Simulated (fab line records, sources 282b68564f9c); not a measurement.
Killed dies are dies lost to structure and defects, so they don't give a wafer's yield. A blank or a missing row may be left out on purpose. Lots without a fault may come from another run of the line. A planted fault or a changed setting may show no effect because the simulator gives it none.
Problem report in the 8D (eight disciplines) form, filled by code | flow rit_cmos | the parts of the form that need people (team, actions taken, sign-off) are left out

1. THE PROBLEM
run_length_s at RIT_M1_STRIP_14 reads a mean of 197.7 s on 3 wafers of 2 lots; wafers without a fault read 208.4 s with a standard deviation of 0.48. That is -22 standard deviations from the usual mean.
The step: strips in O2, time 180 s.
First seen on wafer L941.2, day 5 09:59, on plasma_asher-04. The record holds 42 wafers of 14 lots with a number at this step. Rule for "out", or "out of limits": more than 4 standard deviations from the usual mean. The other wafers with a number count as sound.

2. WHAT IT IS AND WHAT IT IS NOT
question                    | is                     | is not
which readings at this step | run_length_s           | drypump_motor_current_A
which lots                  | L941, L944             | L933, L935, L937, L939, L940, L947, L948, L949, L950, L952, L955, L956
which wafers of those lots  | L941.2, L941.4, L944.6 | L941.1, L944.1, L944.3
read on which tools         | plasma_asher-04        | plasma_asher-02, plasma_asher-03
when                        | from day 5 09:59       | up to then (16 sound wafers); but 23 sound wafers of L944, L947, L948, L949, L950, L952, L955, L956 came after

3. SUSPECTS, AND WHAT RULES EACH OUT
Counting: a tool at a process step up to the reading stays a suspect if it ran every lot that is out. Sound lots after the first of them don't rule it out here, since some wafers of a struck lot are sound.
- plasma_asher-04 at RIT_M1_STRIP_14 (strips in O2, time 180 s): kept. It ran every lot that is out, first L941 (day 5 09:59); its last sound lot up to then is L940 (day 5 03:34). Its own readings are out on those wafers: run_length_s.
- Within plasma_asher-04 at RIT_M1_STRIP_14: the wafers that are out ran in chamber 0; their sound lot-mates ran in chamber 1.
Left after counting: plasma_asher-04 at RIT_M1_STRIP_14.

4. THE CAUSE (what the simulator had put in)
Process parameter drift: plasma_asher-04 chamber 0, from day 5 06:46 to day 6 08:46, at RIT_M1_STRIP_14. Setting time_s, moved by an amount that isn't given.
Counting left only this tool.

5. THE CHAIN OF EFFECTS, in route order
Each row: a reading whose mean over the struck wafers that have a number lies more than 3 standard deviations from the usual. Only readings for which the record gives a usual standard deviation are gone through. hours: the time from each lot's start at the first step in this table that gives one to its start at this step, as a median over the lots. sigmas: the change in usual standard deviations.
hours | step            | reading      | usual   | on struck wafers | change | sigmas
0     | RIT_M1_STRIP_14 | run_length_s | 208.4 s | 197.7            | -10.7  | -22
The process steps in it:
- RIT_M1_STRIP_14: strips in O2, time 180 s.
Readings that are blank on the struck wafers while sound wafers have them: rf_refl_power_W at RIT_M1_STRIP_14.

6. WHAT WOULD HAVE CAUGHT IT SOONER
In this record the first reading out of limits was taken at day 5 09:59, 3 hours after the fault began at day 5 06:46.
